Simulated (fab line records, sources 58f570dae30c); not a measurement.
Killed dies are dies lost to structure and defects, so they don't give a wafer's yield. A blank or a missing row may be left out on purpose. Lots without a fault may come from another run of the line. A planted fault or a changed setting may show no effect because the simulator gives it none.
Which tool did it? | flow berkeley_cmos170 | 13 lots, 39 wafers sampled, at 4 steps of a route of 331

WHAT THE GAUGES READ, wafer by wafer
UCB170_PWELL_THK_MEAS_03.
lot  | measured    | on            | PWELL_OXIDE_THK (nm)
L230 | day 2 14:49 | film_metro-04 | 25.2 25.1 25.6
L231 | day 2 22:18 | film_metro-02 | 26.0 25.8 26.6
L232 | day 3 02:49 | film_metro-04 | 25.6 25.4 25.8
L233 | day 3 08:55 | film_metro-02 | 26.6 25.8 26.3
L234 | day 3 13:08 | film_metro-02 | 25.9 26.6 26.5
L236 | day 3 20:29 | film_metro-04 | 26.4 26.5 25.8
L235 | day 3 20:29 | film_metro-02 | 25.3 25.0 25.2
L238 | day 4 09:07 | film_metro-02 | 26.4 26.2 26.4
L237 | day 4 09:07 | film_metro-04 | 26.1 26.1 26.2
L240 | day 4 20:26 | film_metro-04 | 25.9 26.3 26.2
L251 | day 7 00:08 | film_metro-04 | 26.1 26.0 26.1
L249 | day 7 00:09 | film_metro-01 | 25.2 24.9 24.9
L253 | day 7 07:00 | film_metro-04 | 25.8 25.7 25.5

UCB170_V2_BOW_MEAS_03.
lot  | measured     | on            | V2_BOW (um)
L230 | day 7 02:51  | film_metro-03 | 31 30 35
L231 | day 7 14:20  | film_metro-01 | 40 18 34
L232 | day 7 15:46  | film_metro-02 | 33 36 47
L233 | day 8 03:28  | film_metro-03 | 22 31 20
L234 | day 8 03:59  | film_metro-01 | 50 28 51
L236 | day 8 13:32  | film_metro-01 | 45 42 33
L235 | day 8 14:02  | film_metro-02 | 50 41 30
L238 | day 9 00:05  | film_metro-01 | 40 30 43
L237 | day 8 14:00  | film_metro-03 | 32 37 21
L240 | day 10 00:37 | film_metro-01 | 43 51 46
L251 | day 11 21:07 | film_metro-03 | 34 35 28
L249 | day 11 20:41 | film_metro-03 | 38 41 34
L253 | day 12 13:31 | film_metro-02 | 35 28 43

WHICH TOOL RAN EACH LOT (tool, then ch and the chambers of the sampled wafers, then the start)
lot  | UCB170_ACTIVE_STRIP_16              | UCB170_PVT_STRIP_08
L230 | plasma_asher-02 ch 0, day 3 23:07   | plasma_asher-01 ch 0, day 5 04:28
L231 | plasma_asher-01 ch 0,1, day 4 09:50 | plasma_asher-03 ch 0,1, day 5 16:24
L232 | plasma_asher-02 ch 0,1, day 4 09:36 | plasma_asher-01 ch 0, day 5 16:11
L233 | plasma_asher-02 ch 0,1, day 4 17:06 | plasma_asher-03 ch 0,1, day 6 01:25
L234 | plasma_asher-01 ch 0,1, day 5 00:27 | plasma_asher-01 ch 0,1, day 6 10:03
L236 | plasma_asher-01 ch 0,1, day 5 06:38 | plasma_asher-02 ch 0,1, day 6 17:19
L235 | plasma_asher-02 ch 0,1, day 5 05:54 | plasma_asher-01 ch 0,1, day 6 17:28
L238 | plasma_asher-01 ch 0,1, day 5 18:26 | plasma_asher-01 ch 0,1, day 7 00:29
L237 | plasma_asher-01 ch 0,1, day 5 18:11 | plasma_asher-01 ch 0,1, day 7 00:47
L240 | plasma_asher-02 ch 0,1, day 6 10:53 | plasma_asher-01 ch 0,1, day 7 23:39
L251 | plasma_asher-02 ch 1, day 8 08:02   | plasma_asher-01 ch 0,1, day 9 20:17
L249 | plasma_asher-04 ch 0,1, day 8 07:50 | plasma_asher-03 ch 0,1, day 9 19:19
L253 | plasma_asher-04 ch 0,1, day 8 22:40 | plasma_asher-02 ch 0,1, day 10 10:23
- UCB170_ACTIVE_STRIP_16: strips in O2.
- UCB170_PVT_STRIP_08: strips in O2.

WHAT THE TOOLS THEMSELVES READ (means of the sampled wafers that have a number; where no wafer has one, the mark that the record gives instead)
UCB170_ACTIVE_STRIP_16.
lot  | tool            | drypump_motor_current_A (A) | oes_product_au (a.u.) | strip_time_to_endpoint_s (s)
L230 | plasma_asher-02 | 5.9                         | 0.721                 | 18.06
L231 | plasma_asher-01 | 5.6                         | 0.720                 | 18.15
L232 | plasma_asher-02 | 6.1                         | 0.723                 | 18.18
L233 | plasma_asher-02 | 6.1                         | 0.722                 | 18.17
L234 | plasma_asher-01 | 5.4                         | 0.721                 | 18.05
L236 | plasma_asher-01 | 5.4                         | 0.721                 | 18.21
L235 | plasma_asher-02 | 6.0                         | 0.717                 | 18.04
L238 | plasma_asher-01 | 5.4                         | 0.725                 | 17.86
L237 | plasma_asher-01 | 5.4                         | 0.724                 | 18.00
L240 | plasma_asher-02 | 6.0                         | 0.720                 | 18.12
L251 | plasma_asher-02 | 6.2                         | 0.723                 | 18.11
L249 | plasma_asher-04 | 5.0                         | 0.718                 | 18.30
L253 | plasma_asher-04 | 5.0                         | 0.724                 | 18.05

UCB170_PVT_STRIP_08.
lot  | tool            | drypump_motor_current_A (A) | oes_product_au (a.u.) | strip_time_to_endpoint_s (s)
L230 | plasma_asher-01 | 5.2                         | 0.735                 | 21.70
L231 | plasma_asher-03 | 6.6                         | 0.740                 | 21.64
L232 | plasma_asher-01 | 5.2                         | 0.732                 | 21.63
L233 | plasma_asher-03 | 6.6                         | 0.736                 | 21.61
L234 | plasma_asher-01 | 5.4                         | 0.734                 | 21.62
L236 | plasma_asher-02 | 6.1                         | 0.731                 | 21.61
L235 | plasma_asher-01 | 5.6                         | 0.733                 | 21.64
L238 | plasma_asher-01 | 5.6                         | 0.734                 | 21.57
L237 | plasma_asher-01 | 5.6                         | 0.733                 | 21.68
L240 | plasma_asher-01 | 5.6                         | 0.737                 | 21.63
L251 | plasma_asher-01 | 5.6                         | 0.730                 | 21.64
L249 | plasma_asher-03 | 6.6                         | 0.739                 | 21.61
L253 | plasma_asher-02 | 5.9                         | 0.733                 | 21.65

THE ANSWER, worked out from the rows above alone
Rule: what is usual is taken from the lots themselves. Put in order of their means at a reading, lots are off if they are a third of the lots or fewer, leave a main group of 4 or more, and stand apart from it by a gap of 3 or more times the standard deviation of the main group's means; of several such gaps the widest counts. A main group whose means are all the same, to the digits that the tables above print for the reading, isn't used. A lot without any number at a reading at which 4 lots or more have one is off too. The other lots that the step has rows for count as sound. The gauges are gone through in route order, then the tools' own readings, and for those a lot's mean is taken as printed above. The first step at which some lot is off is used, and at that step the reading that is off furthest; a lot without a number counts as furthest.
No lot is off at any reading shown: from this, nothing can be told.

WHAT THE SIMULATOR HAD PUT IN
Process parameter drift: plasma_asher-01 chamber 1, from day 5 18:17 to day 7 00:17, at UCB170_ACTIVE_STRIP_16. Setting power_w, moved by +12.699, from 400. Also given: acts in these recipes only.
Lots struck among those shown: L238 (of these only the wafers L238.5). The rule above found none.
